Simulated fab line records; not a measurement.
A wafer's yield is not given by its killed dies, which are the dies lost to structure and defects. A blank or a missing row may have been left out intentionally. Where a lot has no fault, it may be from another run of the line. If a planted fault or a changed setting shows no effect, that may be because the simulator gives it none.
Problem report in the 8D (eight disciplines) form, filled by code || flow rit_cmos || the parts of the form that need people (team, actions taken, sign-off) are left out

1. THE PROBLEM
Mean of heater_power_total_W at RIT_NRETRO_SOFTBAKE_02: 33.20 W across 6 wafers in 2 lots; on wafers with no fault it is 34.56 W (standard deviation 0.051). Relative to the usual mean, that is a shift of -27 standard deviations.
The step: time 60 s.
Seen first at day 6 10:22 on litho_track-04, wafer L680.1. The record has a number at this step for 18 wafers belonging to 6 lots. Rule for "out", or "out of limits": more than 4 standard deviations from the usual mean. Any other wafer with a number is counted as sound.

2. WHAT THIS IS AND IS NOT
{"question": "which readings at this step", "is": "heater_power_total_W, plate_temp_C", "is not": "chill_plate_temp_C"}
{"question": "which lots", "is": "L680, L683", "is not": "L666, L671, L679, L682"}
{"question": "which wafers of those lots", "is": "all that have a number", "is not": "-"}
{"question": "read on which tools", "is": "litho_track-04", "is not": "litho_track-02"}
{"question": "when", "is": "from day 6 10:22", "is not": "up to then (9 sound wafers); but 3 sound wafers of L682 came after"}

3. THE SUSPECTS, EACH WITH WHAT RULES IT OUT
Counting: a tool at any process step up to the reading remains a suspect when it ran all the lots that are out and ran no sound lot after the first of those.
- litho_track-04 at RIT_NRETRO_SOFTBAKE_02 (time 60 s): kept. It processed each lot that is out, first L680 at day 6 10:22, and no sound lot thereafter; up to then, the last sound lot it processed was L671 at day 4 18:54. Its own readings are out on those wafers: heater_power_total_W, plate_temp_C.
The count leaves litho_track-04 at RIT_NRETRO_SOFTBAKE_02.

4. THE CAUSE (what the simulator had put in)
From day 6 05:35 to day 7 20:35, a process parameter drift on litho_track-04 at RIT_NRETRO_SOFTBAKE_02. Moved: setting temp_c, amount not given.
Counting left only this tool.

5. SEQUENCE OF EFFECTS, ordered by route
Each row: a reading where the mean over the struck wafers with a number is more than 3 standard deviations away from the usual. Readings are gone through only where the record gives a usual standard deviation; hours: the median, over the lots, of the time from a lot's start at the first step in this table giving one to that lot's start at this step; sigmas: the change measured in usual standard deviations.
{"hours": 0, "step": "RIT_NRETRO_SOFTBAKE_02", "reading": "heater_power_total_W", "usual": "34.56 W", "on struck wafers": 33.20, "change": -1.37, "sigmas": -27}
{"hours": 0, "step": "RIT_NRETRO_SOFTBAKE_02", "reading": "plate_temp_C", "usual": "90.00 C", "on struck wafers": 87.34, "change": -2.66, "sigmas": -22}
Here are the process steps it includes:
- RIT_NRETRO_SOFTBAKE_02: time 60 s.
At these later measuring or inspecting steps, every struck wafer for which the step has a row has a number for every such reading, and none has moved that far: RIT_NRETRO_OVL_MEAS_06.

6. WHAT WOULD HAVE CAUGHT IT SOONER
5 hours passed between the start of the fault at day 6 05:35 and the first reading out of limits in this record, taken at day 6 10:22.
